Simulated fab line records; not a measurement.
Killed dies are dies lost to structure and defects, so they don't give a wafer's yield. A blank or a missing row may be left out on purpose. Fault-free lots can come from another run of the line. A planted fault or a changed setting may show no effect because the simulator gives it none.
fab line records -- flow ritCmos
record: lots: 13, wafers: 39, lastDay: 7
route steps=202 shown FOX2@25 NWELL@37 PRETRO@73 PSD@157 M1@202
lots with no fault: from the same line, run without faults
startH: start of the lot's first displayed wafer, in hours after the record's first day -- waitH: hours from the lot's prior step to this one -- " as in the row above -- L1.1+2: several wafers, shown together as one row -- - no value, or no start was given -- * or withheld: withheld -- < > ~ a bound
route shown NAME@n: NAME is a module with steps in the file, n the number in the route of the first one -- usual: mean and standard deviation over wafers with no fault -- same: alike in all rows -- chamber/n: place in a boat -- sites: per-site readings -- _std_site: the values' standard deviation -- _edge_site: outer sites' mean less inner sites' -- radiusMm: for every site, how far away it sits from the centre of the wafer -- mask NAME#n: copy n -- behind: tool/chamber where the wafer was last shaped -- hold: reason for holding the lot/hours on hold/outcome of the hold -- device: transistor that didn't switch, given as n, p or np -- end of line: tests run on the same wafers once the route is complete -- a step given without rows: its recipe and nothing more -- killed: count of dies lost to structure and defects at first sort (not the wafer's yield) -- map: shows each die of a wafer: x if killed, . if not, _ if none is there
set.NAME: the run value of the setting; set.NAME@STEP: its run value at that earlier step -- model.NAME: the simulator's own value behind a step, which no gauge read
the route's steps for a sample of lots (tables are steps, rows are wafers)
services: a tool's chamber out of use, with start hour (startH, from the record's first day; less than 0 if before it), hours out, and reason
== steps ==
step: RIT_FOX2_CLEAN_02
recipe: chemistry: dHF, dilution: 50:1, timeS: 180
usual: runLengthS: 208/3.1
lot.wafer,tool,chamber,startH,waitH,runLengthS
L822.1,wetBench-04,0,19.92,0.1,206
L822.2,wetBench-04,0,19.92,0.1,206
L822.5,wetBench-04,0,19.92,0.1,206
L823.2,wetBench-04,2,24.60,0.0,206
L823.3,wetBench-04,2,24.60,0.0,206
L823.5,wetBench-04,2,24.60,0.0,206
L824.1,wetBench-04,1,29.28,0.1,208
L824.3,wetBench-04,1,29.28,0.1,208
L824.5,wetBench-04,1,29.28,0.1,208
L825.2,wetBench-04,1,34.07,0.0,207
L825.3,wetBench-04,1,34.07,0.0,207
L825.5,wetBench-04,1,34.07,0.0,207
L828.2,wetBench-04,2,48.46,0.0,386
L828.4,wetBench-04,2,48.46,0.0,386
L828.6,wetBench-04,2,48.46,0.0,386
L829.1,wetBench-03,0,53.53,0.1,205
L829.4,wetBench-03,0,53.53,0.1,205
L829.6,wetBench-03,0,53.53,0.1,205
L838.2,wetBench-01,3,99.42,0.0,214
L838.4,wetBench-01,3,99.42,0.0,214
L838.6,wetBench-01,3,99.42,0.0,214
L840.2,wetBench-03,1,108.39,0.0,206
L840.3,wetBench-03,1,108.39,0.0,206
L840.4,wetBench-03,1,108.39,0.0,206
L841.1,wetBench-04,2,113.51,0.1,206
L841.2,wetBench-04,2,113.51,0.1,206
L841.5,wetBench-04,2,113.51,0.1,206
L842.2,wetBench-04,1,119.21,0.0,207
L842.3,wetBench-04,1,119.21,0.0,207
L842.4,wetBench-04,1,119.21,0.0,207
L843.2,wetBench-04,0,123.37,0.0,206
L843.3,wetBench-04,0,123.37,0.0,206
L843.4,wetBench-04,0,123.37,0.0,206
L844.1,wetBench-03,3,128.49,0.1,205
L844.3,wetBench-03,3,128.49,0.1,205
L844.5,wetBench-03,3,128.49,0.1,205
L845.1,wetBench-01,2,133.37,0.1,207
L845.2,wetBench-01,2,133.37,0.1,207
L845.4,wetBench-01,2,133.37,0.1,207
step: RIT_NWELL_STRIP_09
recipe: chemistry: O2, timeS: 180, resist: NOVOLAK, platenTempC: withheld, powerW: 500, pressureMtorr: 4000, o2FlowSccm: 4000
usual: drypumpMotorCurrentA: 5.5/0.38
lot.wafer,tool,chamber,startH,waitH,drypumpMotorCurrentA,rfHoursCounterH
L822.1,plasmaAsher-02,1,22.30,0.1,5.5,36
L822.2,plasmaAsher-02,0,22.30,0.1,6.1,36
L822.5,plasmaAsher-02,1,22.30,0.1,5.5,-
L823.2,plasmaAsher-01,0,26.99,0.1,5.5,39
L823.3,plasmaAsher-01,1,26.99,0.1,6.2,-
L823.5,plasmaAsher-01,0,26.99,0.1,5.6,-
L824.1,plasmaAsher-03,1,31.62,0.1,5.1,40
L824.3,plasmaAsher-03,1,31.62,0.1,5.1,-
L824.5,plasmaAsher-03,1,31.62,0.1,5.1,-
L825.2,plasmaAsher-03,0,36.26,0.1,5.4,41
L825.3,plasmaAsher-03,0,36.26,0.1,5.4,-
L825.5,plasmaAsher-03,1,36.26,0.1,5.1,-
L828.2,plasmaAsher-03,0,50.72,0.1,5.4,42
L828.4,plasmaAsher-03,1,50.72,0.1,5.1,-
L828.6,plasmaAsher-03,0,50.72,0.1,5.4,-
L829.1,plasmaAsher-01,1,55.81,0.1,6.2,42
L829.4,plasmaAsher-01,1,55.81,0.1,6.2,-
L829.6,plasmaAsher-01,1,55.81,0.1,6.2,-
L838.2,plasmaAsher-03,0,101.67,0.1,5.4,48
L838.4,plasmaAsher-03,0,101.67,0.1,5.4,-
L838.6,plasmaAsher-03,0,101.67,0.1,5.4,-
L840.2,plasmaAsher-02,1,110.58,0.1,5.5,46
L840.3,plasmaAsher-02,1,110.58,0.1,5.5,-
L840.4,plasmaAsher-02,0,110.58,0.1,6.1,-
L841.1,plasmaAsher-03,1,115.77,0.1,5.1,49
L841.2,plasmaAsher-03,0,115.77,0.1,5.4,49
L841.5,plasmaAsher-03,1,115.77,0.1,5.1,-
L842.2,plasmaAsher-02,0,121.40,0.1,6.1,47
L842.3,plasmaAsher-02,0,121.40,0.1,6.1,-
L842.4,plasmaAsher-02,1,121.40,0.1,5.5,-
L843.2,plasmaAsher-02,0,125.76,0.1,6.1,47
L843.3,plasmaAsher-02,0,125.76,0.1,6.1,-
L843.4,plasmaAsher-02,1,125.76,0.1,5.5,-
L844.1,plasmaAsher-02,0,130.77,0.1,6.1,48
L844.3,plasmaAsher-02,1,130.77,0.1,5.5,-
L844.5,plasmaAsher-02,0,130.77,0.1,6.1,-
L845.1,plasmaAsher-03,1,135.65,0.1,5.1,51
L845.2,plasmaAsher-03,0,135.65,0.1,5.4,51
L845.4,plasmaAsher-03,1,135.65,0.1,5.1,-
step: RIT_PRETRO_STRIP_09
recipe: chemistry: O2, timeS: 180, resist: NOVOLAK, platenTempC: withheld, powerW: 500, pressureMtorr: 4000, o2FlowSccm: 4000
usual: drypumpMotorCurrentA: 5.6/0.35
lot.wafer,tool,chamber,startH,waitH,drypumpMotorCurrentA,rfHoursCounterH
L822.1,plasmaAsher-02,1,33.00,0.1,5.5,37
L822.2,plasmaAsher-02,0,33.00,0.1,6.1,37
L822.5,plasmaAsher-02,1,33.00,0.1,5.5,-
L823.2,plasmaAsher-01,0,37.54,0.1,5.5,40
L823.3,plasmaAsher-01,1,37.54,0.1,6.2,-
L823.5,plasmaAsher-01,0,37.54,0.1,5.5,-
L824.1,plasmaAsher-01,1,42.01,0.1,6.2,41
L824.3,plasmaAsher-01,0,42.01,0.1,5.5,-
L824.5,plasmaAsher-01,0,42.01,0.1,5.5,-
L825.2,plasmaAsher-01,1,46.52,0.1,6.2,41
L825.3,plasmaAsher-01,0,46.52,0.1,5.5,-
L825.5,plasmaAsher-01,1,46.52,0.1,6.2,-
L828.2,plasmaAsher-04,0,61.37,0.1,5.5,26
L828.4,plasmaAsher-04,1,61.37,0.1,5.3,-
L828.6,plasmaAsher-04,0,61.37,0.1,5.5,-
L829.1,plasmaAsher-04,0,66.19,0.1,5.5,26
L829.4,plasmaAsher-04,1,66.19,0.1,5.3,-
L829.6,plasmaAsher-04,0,66.19,0.1,5.5,-
L838.2,plasmaAsher-04,0,111.73,0.1,5.5,32
L838.4,plasmaAsher-04,1,111.73,0.1,5.3,-
L838.6,plasmaAsher-04,0,111.73,0.1,5.5,-
L840.2,plasmaAsher-01,0,120.86,0.1,5.5,0
L840.3,plasmaAsher-01,0,120.86,0.1,5.5,-
L840.4,plasmaAsher-01,1,120.86,0.1,6.2,-
L841.1,plasmaAsher-01,1,125.99,0.1,6.2,1
L841.2,plasmaAsher-01,0,125.99,0.1,5.5,1
L841.5,plasmaAsher-01,0,125.99,0.1,5.5,-
L842.2,plasmaAsher-02,1,131.57,0.1,5.5,48
L842.3,plasmaAsher-02,1,131.57,0.1,5.5,-
L842.4,plasmaAsher-02,0,131.57,0.1,6.1,-
L843.2,plasmaAsher-04,1,136.32,0.1,5.2,34
L843.3,plasmaAsher-04,1,136.32,0.1,5.2,-
L843.4,plasmaAsher-04,0,136.32,0.1,5.5,-
L844.1,plasmaAsher-04,1,141.65,0.1,5.3,35
L844.3,plasmaAsher-04,1,141.65,0.1,5.3,-
L844.5,plasmaAsher-04,1,141.65,0.1,5.2,-
L845.1,plasmaAsher-04,0,146.12,0.1,5.5,35
L845.2,plasmaAsher-04,1,146.12,0.1,5.2,35
L845.4,plasmaAsher-04,1,146.12,0.1,5.2,-
step: RIT_SDANNEAL_RS_MEAS_04
recipe: thkMeasGauge: four-point-probe
usual: PSD_RS: 115.78/0.25
lot.wafer,tool,chamber,startH,waitH,PSD_RS[ohm/sq]
L822.1,filmMetro-04,-,55.40,0.0,115.58
L822.2,filmMetro-04,-,55.40,0.0,115.64
L822.5,filmMetro-04,-,55.40,0.0,115.57
L823.2,filmMetro-03,-,55.77,0.1,115.94
L823.3,filmMetro-03,-,55.77,0.1,115.51
L823.5,filmMetro-03,-,55.77,0.1,115.80
L824.1,filmMetro-03,-,59.69,0.0,115.65
L824.3,filmMetro-03,-,59.69,0.0,115.90
L824.5,filmMetro-03,-,59.69,0.0,115.41
L825.2,filmMetro-04,-,63.98,0.1,115.87
L825.3,filmMetro-04,-,63.98,0.1,115.59
L825.5,filmMetro-04,-,63.98,0.1,115.58
L828.2,filmMetro-04,-,79.77,0.1,115.69
L828.4,filmMetro-04,-,79.77,0.1,116.31
L828.6,filmMetro-04,-,79.77,0.1,115.88
L829.1,filmMetro-01,-,83.64,0.0,116.04
L829.4,filmMetro-01,-,83.64,0.0,116.30
L829.6,filmMetro-01,-,83.64,0.0,115.98
L838.2,filmMetro-04,-,129.32,0.1,115.68
L838.4,filmMetro-04,-,129.32,0.1,115.71
L838.6,filmMetro-04,-,129.32,0.1,115.97
L840.2,filmMetro-04,-,139.06,0.1,115.93
L840.3,filmMetro-04,-,139.06,0.1,115.80
L840.4,filmMetro-04,-,139.06,0.1,116.16
L841.1,filmMetro-03,-,144.81,0.0,116.09
L841.2,filmMetro-03,-,144.81,0.0,115.38
L841.5,filmMetro-03,-,144.81,0.0,115.91
L842.2,filmMetro-03,-,149.98,0.1,116.04
L842.3,filmMetro-03,-,149.98,0.1,115.93
L842.4,filmMetro-03,-,149.98,0.1,115.89
L843.2,filmMetro-03,-,153.78,0.1,115.99
L843.3,filmMetro-03,-,153.78,0.1,115.81
L843.4,filmMetro-03,-,153.78,0.1,115.72
L844.1,filmMetro-04,-,159.48,0.0,115.73
L844.3,filmMetro-04,-,159.48,0.0,115.74
L844.5,filmMetro-04,-,159.48,0.0,115.52
L845.1,filmMetro-03,-,164.65,0.0,115.93
L845.2,filmMetro-03,-,164.65,0.0,116.18
L845.4,filmMetro-03,-,164.65,0.0,115.85
step: RIT_M1_PROBE_99
usual: killedAtContacts: 0.1/0.31, killedAtFrontEnd: 7/3.1, killedDies: 7/3.1, killedOpen: 3.3/1.9, killedShort: 3.3/2
same: grossDies: 264, killed_at_M0_to_M3: 0, killed_at_M4_up: 0, killedAtBackSide: 0, killedAtOther: 0
lot.wafer,tool,chamber,startH,waitH,killedAtContacts,killedAtFrontEnd,killedDies,killedOpen,killedShort
L822.1,prober-01,-,63.05,0.1,1,10,11,2,8
L822.2,prober-01,-,63.10,0.1,1,5,6,2,3
L822.5,prober-01,-,63.25,0.2,0,6,6,3,3
L823.2,prober-01,-,63.72,0.1,0,5,5,2,3
L823.3,prober-01,-,63.77,0.2,0,5,5,1,4
L823.5,prober-01,-,63.87,0.2,0,9,9,5,4
L824.1,prober-01,-,66.98,0.1,0,5,5,3,2
L824.3,prober-01,-,67.08,0.2,0,6,6,3,3
L824.5,prober-01,-,67.18,0.2,0,10,10,6,4
L825.2,prober-01,-,71.31,0.1,0,7,7,4,3
L825.3,prober-01,-,71.36,0.2,0,9,9,3,6
L825.5,prober-01,-,71.46,0.2,0,11,11,3,8
L828.2,prober-01,-,88.07,0.1,0,9,9,4,5
L828.4,prober-01,-,88.17,0.2,0,5,5,2,3
L828.6,prober-01,-,88.27,0.2,0,7,7,3,4
L829.1,prober-01,-,91.17,0.1,0,3,3,3,0
L829.4,prober-01,-,91.32,0.2,0,3,3,0,3
L829.6,prober-01,-,91.42,0.2,0,7,7,4,3
L838.2,prober-01,-,137.53,0.1,0,4,4,4,0
L838.4,prober-01,-,137.63,0.2,0,8,8,3,5
L838.6,prober-01,-,137.73,0.2,0,7,7,2,5
L840.2,prober-01,-,147.07,0.1,0,4,4,2,2
L840.3,prober-01,-,147.12,0.2,0,6,6,4,2
L840.4,prober-01,-,147.17,0.2,1,10,11,8,3
L841.1,prober-01,-,153.44,0.1,0,8,8,4,4
L841.2,prober-01,-,153.49,0.1,0,6,6,5,1
L841.5,prober-01,-,153.64,0.2,0,8,8,4,4
L842.2,prober-01,-,158.61,0.1,0,7,7,5,2
L842.3,prober-01,-,158.66,0.2,0,5,5,4,1
L842.4,prober-01,-,158.71,0.2,0,8,8,2,6
L843.2,prober-01,-,161.50,0.1,0,4,4,1,3
L843.3,prober-01,-,161.55,0.2,0,6,6,5,1
L843.4,prober-01,-,161.60,0.2,0,1,1,1,0
L844.1,prober-01,-,166.86,0.1,0,10,10,7,3
L844.3,prober-01,-,166.96,0.2,0,5,5,2,3
L844.5,prober-01,-,167.06,0.2,0,7,7,5,2
L845.1,prober-01,-,172.07,0.1,0,7,7,1,6
L845.2,prober-01,-,172.12,0.1,0,8,8,4,4
L845.4,prober-01,-,172.22,0.2,0,5,5,2,3
killed by level:class
L822.1 GATE:geometricParticle:short=6 FOX2:geometricParticle:short=1 GATE:geometricParticle:open=1 SPACER:geometricParticle:short=1 SILICIDE:geometricParticle:open=1 CONTACT:coatMicrobubblePrinted=1
L822.2 FOX1:geometricParticle:open=1 FOX2:geometricParticle:short=1 GATE:geometricParticle:short=1 SPACER:geometricParticle:open=1 SILICIDE:geometricParticle:short=1 CONTACT:coatMicrobubblePrinted=1
L822.5 GATE:geometricParticle:short=2 FOX1:geometricParticle:short=1 FOX1:geometricParticle:open=1 SPACER:geometricParticle:open=1 SILICIDE:geometricParticle:open=1
L823.2 REOX:geometricParticle:open=2 FOX1:geometricParticle:short=1 GATE:geometricParticle:short=1 REOX:geometricParticle:short=1
L823.3 FOX1:geometricParticle:short=1 FOX1:geometricParticle:open=1 FOX2:geometricParticle:short=1 GATE:geometricParticle:short=1 SPACER:geometricParticle:short=1
L823.5 FOX1:geometricParticle:short=2 REOX:geometricParticle:open=2 SPACER:geometricParticle:open=2 FOX1:geometricParticle:open=1 GATE:geometricParticle:short=1 SPACER:geometricParticle:short=1
L824.1 FOX2:geometricParticle:short=2 GATE:geometricParticle:open=1 REOX:geometricParticle:open=1 SPACER:geometricParticle:open=1
L824.3 SILICIDE:geometricParticle:short=2 FOX1:geometricParticle:open=1 FOX2:geometricParticle:open=1 FOX2:geometricParticle:short=1 SILICIDE:geometricParticle:open=1
L824.5 GATE:geometricParticle:open=4 GATE:geometricParticle:short=3 FOX2:geometricParticle:open=1 SPACER:geometricParticle:short=1 SPACER:geometricParticle:open=1
L825.2 SPACER:geometricParticle:open=2 FOX1:geometricParticle:open=1 GATE:geometricParticle:short=1 REOX:geometricParticle:open=1 REOX:geometricParticle:short=1 SILICIDE:geometricParticle:short=1
L825.3 FOX1:geometricParticle:short=3 FOX2:geometricParticle:short=1 FOX2:geometricParticle:open=1 GATE:geometricParticle:open=1 GATE:geometricParticle:short=1 SILICIDE:geometricParticle:short=1 SILICIDE:geometricParticle:open=1
L825.5 GATE:geometricParticle:short=5 GATE:geometricParticle:open=2 SILICIDE:geometricParticle:short=2 REOX:geometricParticle:open=1 SPACER:geometricParticle:short=1
L828.2 GATE:geometricParticle:short=4 FOX1:geometricParticle:open=2 FOX1:geometricParticle:short=1 GATE:geometricParticle:open=1 SILICIDE:geometricParticle:open=1
L828.4 FOX1:geometricParticle:open=2 GATE:geometricParticle:short=2 REOX:geometricParticle:short=1
L828.6 FOX1:geometricParticle:short=2 GATE:geometricParticle:open=2 FOX1:geometricParticle:open=1 GATE:geometricParticle:short=1 SPACER:geometricParticle:short=1
L829.1 GATE:geometricParticle:open=3
L829.4 REOX:geometricParticle:short=2 FOX2:geometricParticle:short=1
L829.6 SPACER:geometricParticle:open=3 SPACER:geometricParticle:short=3 GATE:geometricParticle:open=1
L838.2 GATE:geometricParticle:open=2 FOX2:geometricParticle:open=1 SPACER:geometricParticle:open=1
L838.4 GATE:geometricParticle:short=4 GATE:geometricParticle:open=2 FOX1:geometricParticle:open=1 SILICIDE:geometricParticle:short=1
L838.6 FOX1:geometricParticle:short=2 GATE:geometricParticle:short=2 GATE:geometricParticle:open=1 REOX:geometricParticle:short=1 SILICIDE:geometricParticle:open=1
L840.2 REOX:geometricParticle:short=2 GATE:geometricParticle:open=1 REOX:geometricParticle:open=1
L840.3 GATE:geometricParticle:open=2 GATE:geometricParticle:short=2 FOX1:geometricParticle:open=1 REOX:geometricParticle:open=1
L840.4 GATE:geometricParticle:open=4 REOX:geometricParticle:open=2 FOX1:geometricParticle:short=1 REOX:geometricParticle:short=1 SPACER:geometricParticle:short=1 SILICIDE:geometricParticle:open=1 CONTACT:geometricParticle:open=1
L841.1 FOX1:geometricParticle:open=2 GATE:geometricParticle:short=2 REOX:geometricParticle:open=2 ACTIVE:geometricParticle:short=1 SILICIDE:geometricParticle:short=1
L841.2 FOX2:geometricParticle:open=2 FOX1:geometricParticle:open=1 FOX1:geometricParticle:short=1 GATE:geometricParticle:open=1 SILICIDE:geometricParticle:open=1
L841.5 GATE:geometricParticle:short=3 FOX1:geometricParticle:open=2 GATE:geometricParticle:open=1 REOX:geometricParticle:short=1 REOX:geometricParticle:open=1
L842.2 GATE:geometricParticle:open=3 FOX1:geometricParticle:open=1 FOX1:geometricParticle:short=1 REOX:geometricParticle:short=1 SILICIDE:geometricParticle:open=1
L842.3 FOX2:geometricParticle:open=2 REOX:geometricParticle:open=1 REOX:geometricParticle:short=1 SPACER:geometricParticle:open=1
L842.4 FOX2:geometricParticle:short=3 SILICIDE:geometricParticle:short=2 FOX1:geometricParticle:open=1 GATE:geometricParticle:open=1 SPACER:geometricParticle:short=1
L843.2 FOX2:geometricParticle:short=1 GATE:geometricParticle:short=1 GATE:geometricParticle:open=1 SPACER:geometricParticle:short=1
L843.3 GATE:geometricParticle:open=3 SPACER:geometricParticle:open=2 GATE:geometricParticle:short=1
L843.4 FOX2:geometricParticle:open=1
L844.1 FOX1:geometricParticle:open=3 GATE:geometricParticle:open=2 SPACER:geometricParticle:short=2 FOX2:geometricParticle:open=1 GATE:geometricParticle:short=1 REOX:geometricParticle:open=1
L844.3 SILICIDE:geometricParticle:short=2 GATE:geometricParticle:short=1 REOX:geometricParticle:open=1 SPACER:geometricParticle:open=1
L844.5 GATE:geometricParticle:open=3 REOX:geometricParticle:open=2 REOX:geometricParticle:short=2
L845.1 GATE:geometricParticle:short=2 SILICIDE:geometricParticle:short=2 FOX1:geometricParticle:short=1 FOX1:geometricParticle:open=1 SPACER:geometricParticle:short=1
L845.2 GATE:geometricParticle:short=4 SPACER:geometricParticle:open=2 FOX2:geometricParticle:open=1 SILICIDE:geometricParticle:open=1
L845.4 GATE:geometricParticle:short=1 GATE:geometricParticle:open=1 SPACER:geometricParticle:open=1 SPACER:geometricParticle:short=1 SILICIDE:geometricParticle:short=1
== services ==
tool,chamber,startH,hours,kind
plasmaAsher-04,-,30.02,10.5,repair
plasmaAsher-01,-,48.14,0.6,repair
plasmaAsher-01,-,108.75,9.0,pm
plasmaAsher-01,0,108.75,9.0,ventCycle
plasmaAsher-01,1,108.75,9.0,ventCycle
plasmaAsher-01,-,111.80,4.2,repair
plasmaAsher-01,0,117.75,-,clean
plasmaAsher-01,1,117.75,-,clean
== key ==
firstSign: step: RIT_FOX2_CLEAN_02, reading: runLengthS, direction: up, sigmas: 58, usual: *, struck: *
effect none on later readings
metAt RIT_FOX2_CLEAN_02
struckLots L828
struckWafers L828.2,L828.4,L828.6
testerLeftOut L828
notActingAt RIT_NWELL_STRIP_09,RIT_PRETRO_STRIP_09,RIT_SDANNEAL_RS_MEAS_04
onsetBetween 24.60 48.46
fault: kind: processParameterDrift, tool: wetBench-04, chamber: 2, onsetH: 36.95, steps: RIT_FOX2_CLEAN_02, channel: timeS, offset: *, shape: step, endH: 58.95, actsIn: *, stated: *
testerLeftOut: of these lots the tester's yield and bins aren't shown, on N5 and GAA mostly nor the transistor test; their killed dies are dies lost to structure and defects alone, not to doping, threshold or leakage, so they don't give the yield
